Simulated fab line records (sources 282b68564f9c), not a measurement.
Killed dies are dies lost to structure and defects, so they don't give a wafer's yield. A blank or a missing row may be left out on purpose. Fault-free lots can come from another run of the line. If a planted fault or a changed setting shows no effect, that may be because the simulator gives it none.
Problem report in the 8D (eight disciplines) form, filled by code | flow ritCmos | the parts of the form that need people (team, actions taken, sign-off) are left out

## 1. PROBLEM STATEMENT
Mean of runLengthS at RIT_PRETRO_STRIP_09: 27.5 s over 3 wafers from 1 lot, against 208.0 s (standard deviation 0.38) on wafers with no fault. So: -99 or more standard deviations from the usual mean.
The step: strips in O2, time 180 s.
Earliest sighting: wafer L690.2 on plasmaAsher-01 at day 5 06:55. The record holds 39 wafers of 13 lots with a number at this step. Rule for "out", or "out of limits": more than 4 standard deviations from the usual mean. The other wafers with a number count as sound.

## 2. WHAT IT IS, WHAT IT ISN'T
question                    | is                     | is not
which readings at this step | runLengthS             | drypumpMotorCurrentA
which lots                  | L690                   | L677, L679, L680, L681, L682, L684, L686, L692, L693, L695, L696, L700
which wafers of those lots  | all that have a number | -
read on which tools         | plasmaAsher-01         | plasmaAsher-03, plasmaAsher-04
when                        | from day 5 06:55       | up to then (21 sound wafers); but 15 sound wafers of L692, L693, L695, L696, L700 came after

## 3. WHAT RULES OUT EACH SUSPECT
Counting: a tool at a process step up to the reading stays a suspect if it ran every lot that is out and no sound lot after the first of them.
- plasmaAsher-01 at RIT_PRETRO_STRIP_09 (strips in O2, time 180 s): kept. It ran the lot that is out, L690 (day 5 06:55), and no sound lot after that; its last sound lot up to then is L680 (day 3 07:02). Its own readings are out on those wafers: runLengthS.
The count leaves plasmaAsher-01 at RIT_PRETRO_STRIP_09.

## 4. THE CAUSE (what the simulator had put in)
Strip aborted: plasmaAsher-01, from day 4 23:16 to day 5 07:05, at RIT_PRETRO_STRIP_09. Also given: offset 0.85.
Only this tool survived the counting.

## 5. SEQUENCE OF EFFECTS, ordered by route
Each row: a reading whose mean over the struck wafers that have a number lies more than 3 standard deviations from the usual. Only readings whose record carries a usual standard deviation are examined. hours: median over the lots of the time between each lot's start at the first step of this table that gives one and its start at this step. sigmas: the change, counted in usual standard deviations.
hours | step                | reading          | usual   | on struck wafers | change | sigmas
0     | RIT_PRETRO_STRIP_09 | runLengthS       | 208.0 s | 27.5             | -180.5 | -99 or more
28    | RIT_M1_PROBE_99     | killedAtFrontEnd | 6.5     | 264.0            | +257.5 | +92
28    | RIT_M1_PROBE_99     | killedDies       | 6.5     | 264.0            | +257.5 | +92
28    | RIT_M1_PROBE_99     | killedOnRim      | 1.7     | 70.0             | +68.3  | +53
Here are the process steps it includes:
- RIT_PRETRO_STRIP_09: strips in O2, time 180 s.
- RIT_M1_PROBE_99

## 6. HOW IT WOULD HAVE BEEN CAUGHT EARLIER
First out-of-limits reading in this record: day 5 06:55, which is 8 hours after fault onset at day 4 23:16.
